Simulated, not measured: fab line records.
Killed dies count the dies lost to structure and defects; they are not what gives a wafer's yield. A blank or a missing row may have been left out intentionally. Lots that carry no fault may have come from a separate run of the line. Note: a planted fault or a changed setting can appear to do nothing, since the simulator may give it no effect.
The tool behind it: which one? | flow berkeley cmos170 | 14 lots, 42 wafers sampled, at 4 steps of a route of 331

WHAT THE GAUGES READ, wafer by wafer
UCB170_NWELL_OVL_MEAS_12. Usual: NWELL_OVL typically reads 4 nm, with standard deviation 6.1.
lot  | measured    | on         | NWELL_OVL (nm) | flag
L683 | day 2 11:37 | overlay-01 | 1 7 4          |
L682 | day 2 11:50 | overlay-02 | -6 4 -3        |
L684 | day 3 01:17 | overlay-02 | 8 -1 -6        |
L685 | day 3 07:54 | overlay-01 | 3 -6 2         |
L686 | day 3 14:01 | overlay-02 | -3 -11 9       |
L688 | day 3 21:53 | overlay-02 | -2 8 -4        |
L690 | day 4 05:37 | overlay-02 | 7 4 10         |
L691 | day 4 05:54 | overlay-01 | 3 5 -1         |
L697 | day 5 17:25 | overlay-02 | -10 -10 -5     |
L699 | day 6 02:07 | overlay-01 | 3 12 7         |
L701 | day 6 11:25 | overlay-01 | 6 8 -2         |
L703 | day 6 21:04 | overlay-01 | 3 10 2         |
L704 | day 7 03:57 | overlay-01 | 10 2 9         |
L705 | day 7 04:30 | overlay-01 | 1 4 -3         |

UCB170_ACTIVE_THK_MEAS_03. Usual: ACTIVE_OXIDE_THK typically reads 26.3 nm, with standard deviation 0.44.
lot  | measured    | on            | ACTIVE_OXIDE_THK (nm) | flag
L683 | day 4 12:45 | film metro-04 | 26.3 26.2 26.3        |
L682 | day 4 12:46 | film metro-03 | 26.6 26.8 26.3        |
L684 | day 4 23:42 | film metro-03 | 26.4 26.5 26.3        |
L685 | day 5 09:56 | film metro-03 | 25.3 25.2 25.6        |
L686 | day 5 09:56 | film metro-01 | 26.0 25.9 25.8        |
L688 | day 5 19:53 | film metro-01 | 26.0 25.8 26.2        |
L690 | day 6 02:27 | film metro-03 | 26.8 27.4 26.8        |
L691 | day 6 02:27 | film metro-01 | 26.2 26.6 26.4        |
L697 | day 7 14:07 | film metro-01 | 25.6 25.9 26.0        |
L699 | day 7 23:05 | film metro-01 | 26.7 26.7 26.7        |
L701 | day 8 12:01 | film metro-03 | 26.2 25.7 26.2        |
L703 | day 8 21:13 | film metro-04 | 27.0 26.8 27.0        |
L704 | day 9 06:11 | film metro-03 | 25.4 25.8 25.5        |
L705 | day 9 06:11 | film metro-01 | 25.8 26.1 25.7        |

UCB170_PSD_OVL_MEAS_07. Usual: PSD_OVL typically reads 2 nm, with standard deviation 5.7.
lot  | measured     | on         | PSD_OVL (nm) | flag
L683 | day 7 14:47  | overlay-01 | -8 2 2       |
L682 | day 7 15:08  | overlay-01 | -2 -1 -3     |
L684 | day 8 05:16  | overlay-01 | 1 15 10      |
L685 | day 8 16:08  | overlay-02 | 3 6 1        |
L686 | day 8 16:21  | overlay-02 | 0 -4 -2      |
L688 | day 9 06:12  | overlay-01 | -7 -8 -8     |
L690 | day 9 15:30  | overlay-02 | 5 5 4        |
L691 | day 9 15:08  | overlay-01 | 1 -1 2       |
L697 | day 10 16:21 | overlay-02 | 7 1 8        |
L699 | day 11 18:35 | overlay-02 | 7 -1 11      |
L701 | day 11 19:19 | overlay-02 | 2 2 12       |
L703 | day 12 03:19 | overlay-02 | -3 3 -6      |
L704 | day 12 11:39 | overlay-02 | -8 -3 -8     |
L705 | day 12 11:18 | overlay-01 | 3 -2 3       |

WHAT TOOL EACH LOT RAN ON (gives the tool, then ch and the chambers of the sampled wafers, and finally the start)
lot  | UCB170_NVT_STRIP_08
L683 | plasma asher-04 ch 0,1, day 6 11:02
L682 | plasma asher-03 ch 0,1, day 6 10:23
L684 | plasma asher-01 ch 0,1, day 6 19:17
L685 | plasma asher-01 ch 0,1, day 7 08:42
L686 | plasma asher-04 ch 0,1, day 7 08:56
L688 | plasma asher-01 ch 0,1, day 7 21:30
L690 | plasma asher-01 ch 0,1, day 8 04:33
L691 | plasma asher-04 ch 1, day 8 04:12
L697 | plasma asher-03 ch 0, day 9 16:29
L699 | plasma asher-04 ch 0,1, day 10 08:18
L701 | plasma asher-03 ch 0,1, day 10 14:41
L703 | plasma asher-03 ch 0,1, day 10 22:29
L704 | plasma asher-04 ch 0,1, day 11 05:39
L705 | plasma asher-01 ch 0,1, day 11 05:25
- UCB170_NVT_STRIP_08: strips in O2.

WHAT THE TOOLS THEMSELVES READ (means of the sampled wafers that have a number; where no wafer has one, the mark that the record gives instead)
UCB170_NVT_STRIP_08. Usual: drypump motor current A 5.5 A, standard deviation 0.4; oes product au 0.735 a.u., standard deviation 0.0045; strip time to endpoint s 21.69 s, standard deviation 0.089.
lot  | tool            | drypump motor current A (A) | oes product au (a.u.) | strip time to endpoint s (s) | flag
L683 | plasma asher-04 | 5.4                         | 0.739                 | 21.82                        |
L682 | plasma asher-03 | 5.9                         | 0.731                 | 21.52                        |
L684 | plasma asher-01 | 5.3                         | 0.731                 | 21.71                        |
L685 | plasma asher-01 | 5.2                         | 0.737                 | 21.57                        |
L686 | plasma asher-04 | 5.4                         | 0.734                 | 21.73                        |
L688 | plasma asher-01 | 5.5                         | 0.864                 | 21.53                        | OFF
L690 | plasma asher-01 | 5.3                         | 0.864                 | 21.56                        | OFF
L691 | plasma asher-04 | 5.1                         | 0.739                 | 21.69                        |
L697 | plasma asher-03 | 5.5                         | 0.736                 | 21.74                        |
L699 | plasma asher-04 | 5.4                         | 0.740                 | 21.65                        |
L701 | plasma asher-03 | 5.7                         | 0.734                 | 21.59                        |
L703 | plasma asher-03 | 5.9                         | 0.735                 | 21.75                        |
L704 | plasma asher-04 | 5.7                         | 0.730                 | 21.70                        |
L705 | plasma asher-01 | 5.2                         | 0.732                 | 21.81                        |

THE ANSWER, worked out from the rows above alone
Rule: take the mean of a lot's wafers that have a number; if it is more than 3 standard deviations from the usual mean, the lot is off. A lot without any number at a reading at which 4 lots or more have one is off too. Where the step has rows for the other lots, those lots are counted as sound. First the gauges in route order, then the tools' own readings, where a lot's mean is used as printed above. At the first step where some lot is off, the reading lying furthest off is the one used; lots without a number count as furthest.
Off: L688, L690 (UCB170_NVT_STRIP_08, oes product au).
A tool fits if, at that step or a process step before it, it ran every lot that is off, and no sound lot after the first of them. No candidate that was tried fits.

WHAT HAD BEEN PUT IN BY THE SIMULATOR
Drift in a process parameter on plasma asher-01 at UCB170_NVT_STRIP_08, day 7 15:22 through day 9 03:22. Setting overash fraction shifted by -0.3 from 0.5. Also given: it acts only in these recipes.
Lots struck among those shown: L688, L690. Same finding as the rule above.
